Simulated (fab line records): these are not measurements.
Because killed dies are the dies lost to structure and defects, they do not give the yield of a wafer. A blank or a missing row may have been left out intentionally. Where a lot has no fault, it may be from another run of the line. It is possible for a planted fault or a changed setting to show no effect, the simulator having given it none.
What tool caused it? / flow berkeley_cmos170 / 12 lots, 36 wafers sampled, at 2 steps of a route of 331

## WHAT THE GAUGES READ, wafer by wafer
UCB170_CONTACT_THK_MEAS_02.
lot=L219; measured=day 6 09:58; on=film_metro-02; CONTACT_PSG_THK (nm)=715 712 708
lot=L220; measured=day 6 22:45; on=film_metro-01; CONTACT_PSG_THK (nm)=699 703 695
lot=L222; measured=day 7 11:25; on=film_metro-01; CONTACT_PSG_THK (nm)=604 608 598
lot=L221; measured=day 7 13:12; on=film_metro-02; CONTACT_PSG_THK (nm)=601 604 600
lot=L223; measured=day 7 13:11; on=film_metro-03; CONTACT_PSG_THK (nm)=601 603 609
lot=L224; measured=day 7 13:11; on=film_metro-01; CONTACT_PSG_THK (nm)=601 597 600
lot=L231; measured=day 8 20:43; on=film_metro-01; CONTACT_PSG_THK (nm)=700 701 700
lot=L233; measured=day 9 13:11; on=film_metro-03; CONTACT_PSG_THK (nm)=709 704 714
lot=L232; measured=day 9 14:56; on=film_metro-03; CONTACT_PSG_THK (nm)=705 708 710
lot=L238; measured=day 10 23:18; on=film_metro-03; CONTACT_PSG_THK (nm)=702 701 700
lot=L239; measured=day 11 01:05; on=film_metro-02; CONTACT_PSG_THK (nm)=692 707 701
lot=L242; measured=day 11 08:56; on=film_metro-02; CONTACT_PSG_THK (nm)=706 701 704

## WHICH TOOL RAN EACH LOT (tool, then ch and the chambers of the sampled wafers, then the start)
lot=L219; UCB170_CONTACT_CVD_01=lpcvd-02 ch 0, day 6 08:10
lot=L220; UCB170_CONTACT_CVD_01=lpcvd-02 ch 0, day 6 20:58
lot=L222; UCB170_CONTACT_CVD_01=lpcvd-02 ch 1, day 7 09:37
lot=L221; UCB170_CONTACT_CVD_01=lpcvd-02 ch 0, day 7 11:23
lot=L223; UCB170_CONTACT_CVD_01=lpcvd-02 ch 0, day 7 11:23
lot=L224; UCB170_CONTACT_CVD_01=lpcvd-02 ch 1, day 7 11:23
lot=L231; UCB170_CONTACT_CVD_01=lpcvd-01 ch 1, day 8 18:55
lot=L233; UCB170_CONTACT_CVD_01=lpcvd-01 ch 0, day 9 11:22
lot=L232; UCB170_CONTACT_CVD_01=lpcvd-01 ch 1, day 9 13:10
lot=L238; UCB170_CONTACT_CVD_01=lpcvd-01 ch 1, day 10 21:31
lot=L239; UCB170_CONTACT_CVD_01=lpcvd-01 ch 1, day 10 23:18
lot=L242; UCB170_CONTACT_CVD_01=lpcvd-01 ch 0, day 11 07:09
- UCB170_CONTACT_CVD_01: deposits PSG from SiH4/O2/PH3, target thk 700 nm, time 2820 s.

## WHAT THE TOOLS THEMSELVES READ (means of the sampled wafers that have a number; where no wafer has one, the mark that the record gives instead)
The record holds no such reading with a usual standard deviation.

## THE ANSWER, worked out from the rows above alone
Rule: what is usual is taken from the lots themselves. The widest of any qualifying gaps counts: lots, ordered by their means at a reading, are off when they make up no more than a third of the lots, leave a main group of 4 or more, and stand apart from it by 3 or more times the standard deviation of that group's means. Not used: any main group whose means are identical at the precision the tables above print for the reading. Also off: a lot with no number at a reading for which 4 or more lots have one. Where the step has rows for the other lots, those lots are counted as sound. Order of review: gauges by route order, followed by the tools' own readings, for which a lot's mean as printed above is used. The first step at which some lot is off is used, and at that step the reading that is off furthest; a lot without a number counts as furthest.
Off: L222, L221, L223, L224, at UCB170_CONTACT_THK_MEAS_02 (CONTACT_PSG_THK). For the main group the mean is 704 nm and the standard deviation 4.5.
If a tool, at a process step before that reading, ran all the lots that are off and no sound lot after the first of them, it fits. Those tools and the gauges at UCB170_CONTACT_THK_MEAS_02 are tried in the same way. One fits: UCB170_CONTACT_CVD_01 on lpcvd-02. A fault onset in the window from L220 (day 6 20:58, its last sound lot) to L222 (day 7 09:37, its first lot off) fits.

## WHAT WAS PUT IN BY THE SIMULATOR
Site profile drift: lpcvd-02, from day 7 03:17 on, at UCB170_CONTACT_CVD_01. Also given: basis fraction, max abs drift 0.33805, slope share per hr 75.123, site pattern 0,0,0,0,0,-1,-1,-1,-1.
Lots struck among those shown: L222, L224, L223, L221. The same result came from the rule above.
